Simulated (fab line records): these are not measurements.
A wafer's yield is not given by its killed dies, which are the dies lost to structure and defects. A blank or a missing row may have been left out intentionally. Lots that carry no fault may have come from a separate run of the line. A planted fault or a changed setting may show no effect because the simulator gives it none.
Lot-split experiment	flow berkeley cmos170	23 wafers read across 5 lots, on a route 331 steps long

THE SPLIT
At UCB170_PVT_IMPLANT_07, the setting dose cm2 was moved away from the recipe's 2e+12 on 8 of the 23 wafers read, by -5.8% to +6.2%. All remaining wafers had this setting at the recipe value.

SPLIT TO READING: what lies between them in the file, 1 step
- UCB170_PVT_STRIP_08: strips in O2

THE READING
PVT_TW, at UCB170_PVT_TW_MEAS_09. Typical for fault-free wafers on this fab line: 512, with standard deviation 3.7.

wafer	tool, chamber at the split	dose cm2 as run	against the recipe	PVT_TW	against lot-mates on the recipe
L074.1	implanter-02, 0	1.883e+12	-5.8%	500	-12
L074.2	implanter-02, 0	2e+12	recipe	512	-
L074.3	implanter-02, 0	2e+12	recipe	512	-
L074.4	implanter-02, 0	1.883e+12	-5.8%	503	-9
L074.6	implanter-02, 0	1.883e+12	-5.8%	503	-9
L075.1	implanter-02, 0	2e+12	recipe	513	-
L075.2	implanter-02, 0	2e+12	recipe	513	-
L075.3	implanter-02, 0	2e+12	recipe	509	-
L075.4	implanter-02, 0	2e+12	recipe	510	-
L075.6	implanter-02, 0	2e+12	recipe	509	-
L077.1	implanter-03, 0	2.124e+12	+6.2%	520	+7
L077.2	implanter-03, 0	2e+12	recipe	514	-
L077.3	implanter-03, 0	2e+12	recipe	514	-
L077.4	implanter-03, 0	2e+12	recipe	512	-
L077.6	implanter-03, 0	2.124e+12	+6.2%	521	+8
L084.1	implanter-02, 0	1.946e+12	-2.7%	509	-4
L084.2	implanter-02, 0	1.946e+12	-2.7%	508	-6
L084.3	implanter-02, 0	2e+12	recipe	515	-
L084.4	implanter-02, 0	2e+12	recipe	512	-
L084.5	implanter-02, 0	1.946e+12	-2.7%	509	-4
L085.4	implanter-03, 0	2e+12	recipe	513	-
L085.5	implanter-03, 0	2e+12	recipe	514	-
L085.6	implanter-03, 0	2e+12	recipe	511	-

THE FIT
A straight line over all 23 wafers: PVT_TW changes by +1.53 for each +1% of dose cm2; r = +0.94; the points scatter about the line by 1.7.
The same after taking each lot's own level away (the mean of its wafers on the recipe; 23 wafers): +1.48 for each +1%; r = +0.95; scatter 1.5.
According to that fit, moving dose cm2 by its largest amount changes the reading by 9.2.
From 510.8 to 513.5: that is the span of the lots' own levels, equal to 0.7 times the standard deviation above.
The two slopes agree, so the slope changes little with the lot-to-lot level.
Check: +9.48 against its lot-mates is what the line predicts for one of the wafers moved furthest among these (+6.2%) when that wafer is left out of the fit. It came out at +6.67 against them.

OTHER SPLITS ON THESE WAFERS
Before the reading, these wafers also passed through other splits. Each is held against what the fit with the lots' levels taken away leaves over:
other split on the same wafers	wafers away from the commonest value	r with PVT_TW (lot level and that fit taken away)
UCB170_ZERO_COAT_01 resist thk nm	6	-0.04
UCB170_NWELL_CVD_04 sih2cl2 flow sccm	18	+0.09
UCB170_PWELL_CVD_05 nh3 flow sccm	18	-0.02
UCB170_PWELL_EXPOSE_10 dose mj	7	+0.06
UCB170_WELLDRIVE_OXIDATION_01 temp c	15	-0.04

THE FILE'S OWN FIT
PVT_TW changes by +1.47 for each +1% of dose cm2, r = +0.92.
